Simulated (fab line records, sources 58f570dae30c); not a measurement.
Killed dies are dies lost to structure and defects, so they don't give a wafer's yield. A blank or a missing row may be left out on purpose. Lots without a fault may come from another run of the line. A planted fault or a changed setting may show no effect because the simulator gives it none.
A struck lot beside a sound one | flow berkeley_cmos170 | 44 steps out of a route of 331
Sound: wafers L918.1, L918.4, L918.5. Struck: wafers L921.4, L921.5, L921.6. The cause comes at the end.
At each step with rows: each side's tool, then ch and its chambers, then its first start. Under that, the readings that differ: sound wafers | struck wafers | difference of the means | sigmas: that difference in standard deviations of wafers without a fault.
alike: readings whose means differ by less than 2 such deviations, and words and numbers that are the same on both sides. not compared: withheld readings, readings that some wafer has no value for, bounds like >300 that may hide the same value, and numbers for which the record gives no deviation and whose values overlap.
The two part at a step that has a row with sigmas, a row that says differs or no value, or rows on one side only. Numbers that don't overlap but have no deviation are shown without sigmas and don't part them. A reading that every wafer of one side lacks parts them only if that side has two wafers or more.

UCB170_GATE_ETCH_15: etches poly-Si in HBr/Cl2, stops on SiO2, time 56.3 s, target depth 278.2 nm.
  sound on rie_si-02 ch 0,1,2, day 9 08:48; struck on rie_si-02 ch 0,1,3, day 10 12:25
  alike: drypump_motor_current_A, mfc_cl2_sccm, oes_product_au, throttle_valve_pct
  not compared: rf_hours_counter_h
UCB170_GATE_STRIP_16: strips in O2.
  sound on plasma_asher-03 ch 0,1, day 9 08:50; struck on plasma_asher-01 ch 0,1, day 10 12:29
  reading               | sound             | struck            | difference | sigmas
  oes_product_au (a.u.) | 0.728 0.734 0.724 | 0.719 0.716 0.720 | -0.010     | -2
  alike: drypump_motor_current_A
  not compared: rf_hours_counter_h
UCB170_GATE_CD_MEAS_90: target cd 350 nm.
  sound on cd_sem-02, day 9 09:12; struck on cd_sem-02, day 10 12:37
  reading    | sound             | struck            | difference | sigmas
  cd_nm (nm) | 350.6 349.4 349.5 | 352.5 353.1 353.6 | +3.2       | +2
then, 7 steps without rows for these wafers: UCB170_GATE_CLEAN_17 (cleans in SPM, time 600 s); UCB170_PLDD_HMDS_00 (prime time 60 s); UCB170_PLDD_COAT_01 (resist thk 900 nm); UCB170_PLDD_SOFTBAKE_02 (time 60 s); UCB170_PLDD_EXPOSE_03 (exposes mask PSELECT, target cd 1200 nm); UCB170_PLDD_PEB_04; UCB170_PLDD_DEVELOP_05 (develop time 45 s).
UCB170_PLDD_CD_MEAS_06: target cd 1200 nm.
  sound on cd_sem-02, day 9 12:21; struck on cd_sem-02, day 10 16:09
  reading    | sound                | struck               | difference | sigmas
  cd_nm (nm) | 1200.1 1200.6 1201.7 | 1198.8 1198.3 1197.4 | -2.6       | -2
UCB170_PLDD_OVL_MEAS_07:
  sound on overlay-01, day 9 12:28; struck on overlay-02, day 10 16:14
  alike: PLDD_OVL
UCB170_PLDD_IMPLANT_08:
  sound on implanter-04 ch 0, day 9 12:31; struck on implanter-04 ch 0, day 10 16:38
  alike: dose_ions_cm2
then, 1 step without rows for these wafers: UCB170_PLDD_IMPLANT_09.
UCB170_PLDD_STRIP_10: strips in O2.
  sound on plasma_asher-02 ch 0,1, day 9 12:49; struck on plasma_asher-01 ch 0,1, day 10 16:54
  alike: drypump_motor_current_A, oes_product_au, strip_time_to_endpoint_s
  not compared: rf_hours_counter_h
UCB170_PLDD_TW_MEAS_11:
  sound on film_metro-03, day 9 12:55; struck on film_metro-01, day 10 16:59
  reading | sound          | struck         | difference | sigmas
  PLDD_TW | 1011 1015 1020 | 1158 1151 1164 | +142       | +24
then, 7 steps without rows for these wafers: UCB170_PLDD_CLEAN_12 (cleans in SPM, time 600 s); UCB170_NLDD_HMDS_00 (prime time 60 s); UCB170_NLDD_COAT_01 (resist thk 900 nm); UCB170_NLDD_SOFTBAKE_02 (time 60 s); UCB170_NLDD_EXPOSE_03 (exposes mask NSELECT, target cd 1200 nm); UCB170_NLDD_PEB_04; UCB170_NLDD_DEVELOP_05 (develop time 45 s).
UCB170_NLDD_CD_MEAS_06: target cd 1200 nm.
  sound on cd_sem-02, day 9 15:07; struck on cd_sem-02, day 10 18:20
  alike: cd_nm
UCB170_NLDD_OVL_MEAS_07:
  sound on overlay-02, day 9 15:14; struck on overlay-01, day 10 18:24
  alike: NLDD_OVL
then, 3 steps without rows for these wafers: UCB170_NLDD_IMPLANT_08; UCB170_NLDD_IMPLANT_09; UCB170_NLDD_STRIP_10 (strips in O2).
UCB170_NLDD_TW_MEAS_11:
  sound on film_metro-01, day 9 15:41; struck on film_metro-03, day 10 18:56
  alike: NLDD_TW
then, 1 step without rows for these wafers: UCB170_NLDD_CLEAN_12 (cleans in SPM, time 600 s).
UCB170_SPACER_CVD_00: deposits SiO2 from TEOS/O2, target thk 376 nm, time 47 s.
  sound on pecvd-02 ch 0,2, day 9 16:05; struck on pecvd-01 ch 0,1,2, day 10 19:16
  alike: heater_power_w
UCB170_SPACER_THK_MEAS_01:
  sound on film_metro-03, day 9 16:08; struck on film_metro-03, day 10 19:22
  alike: SPACER_TEOS_THK
then, 1 step without rows for these wafers: UCB170_SPACER_ANNEAL_02 (time 1800 s).
UCB170_SPACER_ETCHBACK_03: etches SiO2 in CHF3/CF4/Ar, stops on Si, target depth 376 nm, time 100 s.
  sound on rie_diel-04 ch 1,2,3, day 9 19:14; struck on rie_diel-01 ch 1,2, day 11 00:30
  reading               | sound             | struck            | difference | sigmas
  oes_product_au (a.u.) | 0.888 0.874 0.883 | 0.929 0.906 0.949 | +0.046     | +3
  alike: CHF3_flow_sccm, drypump_motor_current_A, throttle_valve_pct
  not compared: rf_hours_counter_h
then, 6 steps without rows for these wafers: UCB170_PSD_HMDS_00 (prime time 60 s); UCB170_PSD_COAT_01 (resist thk 900 nm); UCB170_PSD_SOFTBAKE_02 (time 60 s); UCB170_PSD_EXPOSE_03 (exposes mask PSELECT MOD, target cd 1200 nm); UCB170_PSD_PEB_04; UCB170_PSD_DEVELOP_05 (develop time 45 s).
UCB170_PSD_CD_MEAS_06: target cd 1200 nm.
  sound on cd_sem-02, day 9 20:52; struck on cd_sem-01, day 11 03:22
  alike: cd_nm
UCB170_PSD_OVL_MEAS_07:
  sound on overlay-02, day 9 20:59; struck on overlay-02, day 11 03:27
  alike: PSD_OVL
UCB170_SDANNEAL_RS_MEAS_04: measures by four-point-probe.
  sound on film_metro-02, day 10 02:02; struck on film_metro-03, day 11 08:25
  reading          | sound                | struck            | difference | sigmas
  PLDD_RS (ohm/sq) | 1028.9 1029.5 1029.5 | 759.4 759.8 758.2 | -270.2     | -93
then, 1 step without rows for these wafers: UCB170_M3_PROBE_99.

WHERE THEY PART
First at UCB170_GATE_STRIP_16; last, within this record, at UCB170_SDANNEAL_RS_MEAS_04.

WHY: what the simulator had put in
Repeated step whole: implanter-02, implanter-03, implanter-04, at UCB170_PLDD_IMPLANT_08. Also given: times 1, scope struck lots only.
